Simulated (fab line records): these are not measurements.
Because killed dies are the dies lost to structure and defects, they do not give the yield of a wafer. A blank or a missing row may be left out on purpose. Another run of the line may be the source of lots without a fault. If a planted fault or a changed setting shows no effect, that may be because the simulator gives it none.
A lot that was struck, set against a sound lot || flow rit_cmos || 36 out of 202 route steps
Sound: these wafers, L427.2, L427.3, L427.6. Struck: wafer L433.2 (left out: L433.1, L433.4 of the same lot, which were not struck); the cause appears at the end.
Each step with rows lists, per side, the tool, then ch with its chambers, then its first start. Under that, the readings that differ: sound wafers || struck wafers || difference of the means || sigmas: that difference in standard deviations of wafers without a fault.
alike: words and numbers the same on both sides, and readings whose means are apart by under 2 such deviations; not compared: readings that were withheld, readings missing a value for some wafer, numbers with overlapping values and no deviation given by the record, and bounds like >300 which may hide the same value.
Wherever a step has rows on one side only, a row that says differs or no value, or a row with sigmas, the two part there. When numbers do not overlap yet have no deviation, they are printed without sigmas and do not part them. Lack of a reading on every wafer of one side parts them only where that side has two or more wafers.

RIT_SILICIDE_RTA_06: time 10 s, ramp up 5 s, ramp down 10 s.
  sound on rtp_anneal-02 ch 0, day 3 03:41; struck on rtp_anneal-02 ch 0, day 4 11:08
  alike: wafer_temp_C_max
RIT_CONTACT_CVD_00: deposits SiO2 from TEOS, target thk 400 nm, time 61 s.
  sound on pecvd-03 ch 0,2, day 3 03:44; struck on pecvd-01 ch 2, day 4 11:11
  alike: heater_power_w
RIT_CONTACT_THK_MEAS_01:
  struck on film_metro-02, day 4 11:14; sound on film_metro-02, day 3 03:48
  alike: CONTACT_TEOS_THK
then, 6 steps without rows for these wafers: RIT_CONTACT_HMDS_02 (prime time 60 s); RIT_CONTACT_COAT_03 (resist thk 1000 nm); RIT_CONTACT_SOFTBAKE_04 (time 60 s); RIT_CONTACT_EXPOSE_05 (exposes mask M11, target cd 1000 nm); RIT_CONTACT_PEB_06; RIT_CONTACT_DEVELOP_07 (develop time 120 s).
RIT_CONTACT_CD_MEAS_08: the cd target is 1000 nm.
  struck on cd_sem-02, day 4 12:16; sound on cd_sem-02, day 3 05:14
  alike: cd_nm
RIT_CONTACT_OVL_MEAS_09:
  struck on overlay-02, day 4 12:23; sound on overlay-01, day 3 05:20
  alike: CONTACT_OVL
then, 1 step without rows for these wafers: RIT_CONTACT_HARDBAKE_10 (time 60 s).
RIT_CONTACT_ETCH_11: etches SiO2 in CHF3/CF4/Ar, stops on TiSi2, target depth 480 nm, time 320 s.
  sound on rie_diel-02 ch 2,3, day 3 05:31; struck on rie_diel-02 ch 0, day 4 12:35
{"reading": "drypump_motor_current_A (A)", "sound": "5.4 6.1 5.4", "struck": 6.4, "difference": "+0.8", "sigmas": "+2"}
{"reading": "oes_product_au (a.u.)", "sound": "0.980 0.981 0.977", "struck": 1.010, "difference": "+0.031", "sigmas": "+2"}
  alike: CHF3_flow_sccm, throttle_valve_pct
  not compared: rf_hours_counter_h
RIT_CONTACT_STRIP_12: strips in O2, time 180 s.
  sound on plasma_asher-02 ch 1, day 3 05:43; struck on plasma_asher-01 ch 1, day 4 12:46
  alike: drypump_motor_current_A
  not compared: rf_hours_counter_h
RIT_CONTACT_CD_MEAS_90: the cd target is 1000 nm.
  struck on cd_sem-01, day 4 12:57; sound on cd_sem-02, day 3 05:55
  alike: cd_nm
then, 2 steps without rows for these wafers: RIT_CONTACT_CLEAN_13 (cleans in SC1, time 600 s); RIT_CONTACT_CLEAN_14 (cleans in SC2, time 600 s).
RIT_M1_SPUTTER_00: material Al, target thk 400 nm, time 500 s.
  struck on pvd_sputter-03, day 4 13:26; sound on pvd_sputter-01, day 3 06:38
  alike: throttle_valve_pct
RIT_M1_RS_MEAS_01: the measuring method here is four-point-probe.
  struck on film_metro-02, day 4 13:44; sound on film_metro-02, day 3 06:56
  alike: M1_AL_RS
RIT_M1_THK_MEAS_02: measures by xrf.
  struck on film_metro-02, day 4 13:51; sound on film_metro-02, day 3 07:03
  alike: M1_AL_THK
then, 6 steps without rows for these wafers: RIT_M1_HMDS_03 (prime time 60 s); RIT_M1_COAT_04 (resist thk 1300 nm); RIT_M1_SOFTBAKE_05 (time 60 s); RIT_M1_EXPOSE_06 (exposes mask M12, target cd 2600 nm); RIT_M1_PEB_07; RIT_M1_DEVELOP_08 (develop time 68 s).
RIT_M1_CD_MEAS_09: the cd target is 2600 nm.
  struck on cd_sem-01, day 4 14:47; sound on cd_sem-02, day 3 08:00
  alike: cd_nm
RIT_M1_OVL_MEAS_10:
  struck on overlay-02, day 4 14:55; sound on overlay-02, day 3 08:07
  alike: M1_OVL
then, 3 steps without rows for these wafers: RIT_M1_HARDBAKE_11 (time 120 s); RIT_M1_METAL_ETCH_12 (etches Al in Cl2/BCl3, stops on SiO2, time 165 s, target depth 600 nm); RIT_M1_STRIP_13 (strips in nmp, time 600 s).
RIT_M1_STRIP_14: strips in O2, time 180 s.
  sound on plasma_asher-02 ch 0,1, day 3 08:57; struck on plasma_asher-02 ch 1, day 4 15:32
  alike: drypump_motor_current_A
  not compared: rf_hours_counter_h
RIT_M1_CD_MEAS_90: the cd target is 2600 nm.
  struck on cd_sem-01, day 4 15:42; sound on cd_sem-01, day 3 09:09
  alike: cd_nm
then, 1 step without rows for these wafers: RIT_M1_ANNEAL_15 (time 1800 s).
RIT_M1_BOW_MEAS_16:
  struck on film_metro-01, day 4 17:19; sound on film_metro-02, day 3 11:05
  alike: M1_BOW
RIT_M1_PROBE_99:
  struck on prober-01, day 4 17:29; sound on prober-01, day 3 11:14
{"reading": "killed_at_contacts", "sound": "0 0 0", "struck": 7, "difference": "+7", "sigmas": "+32"}
{"reading": "killed_at_front_end", "sound": "11 19 14", "struck": 3, "difference": -12, "sigmas": -4}
{"reading": "killed_open", "sound": "3 9 6", "struck": 2, "difference": -4, "sigmas": -2}
{"reading": "killed_short", "sound": "8 10 8", "struck": 0, "difference": -9, "sigmas": -4}
{"reading": "model.etest.pmos_turned.r_on_ohm_um", "sound": "3409 3314 3430", "struck": 4321, "difference": "+937", "sigmas": ""}
{"reading": "model.etest.pmos_0p15.r_on_ohm_um", "sound": "2787 2678 2781", "struck": 3667, "difference": "+918", "sigmas": ""}
{"reading": "model.etest.pmos_0p3.r_on_ohm_um", "sound": "6216 6117 6220", "struck": 6688, "difference": "+504", "sigmas": ""}
{"reading": "model.etest.nmos_0p15.r_on_ohm_um", "sound": "1237 1177 1208", "struck": 1437, "difference": "+230", "sigmas": ""}
{"reading": "model.etest.nmos_0p3.r_on_ohm_um", "sound": "2265 2210 2238", "struck": 2317, "difference": "+79", "sigmas": ""}
{"reading": "model.etest.nmos_0p15.drive_ua_um", "sound": "441.9 453.2 445.4", "struck": 347, "difference": -100, "sigmas": ""}
{"reading": "model.etest.pmos_0p15.drive_ua_um", "sound": "257.3 265.5 258", "struck": 183.6, "difference": -76.7, "sigmas": ""}
{"reading": "model.etest.nmos_turned.drive_ua_um", "sound": "299.8 304.9 301.9", "struck": 268.8, "difference": -33.4, "sigmas": ""}
  alike: killed_dies

== WHERE THEY PART ==
Earliest at RIT_CONTACT_ETCH_11; latest, in this record, at RIT_M1_PROBE_99.

WHY: the cause the simulator had injected
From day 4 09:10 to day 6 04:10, rie_diel-02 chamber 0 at RIT_CONTACT_ETCH_11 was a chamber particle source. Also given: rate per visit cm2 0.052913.
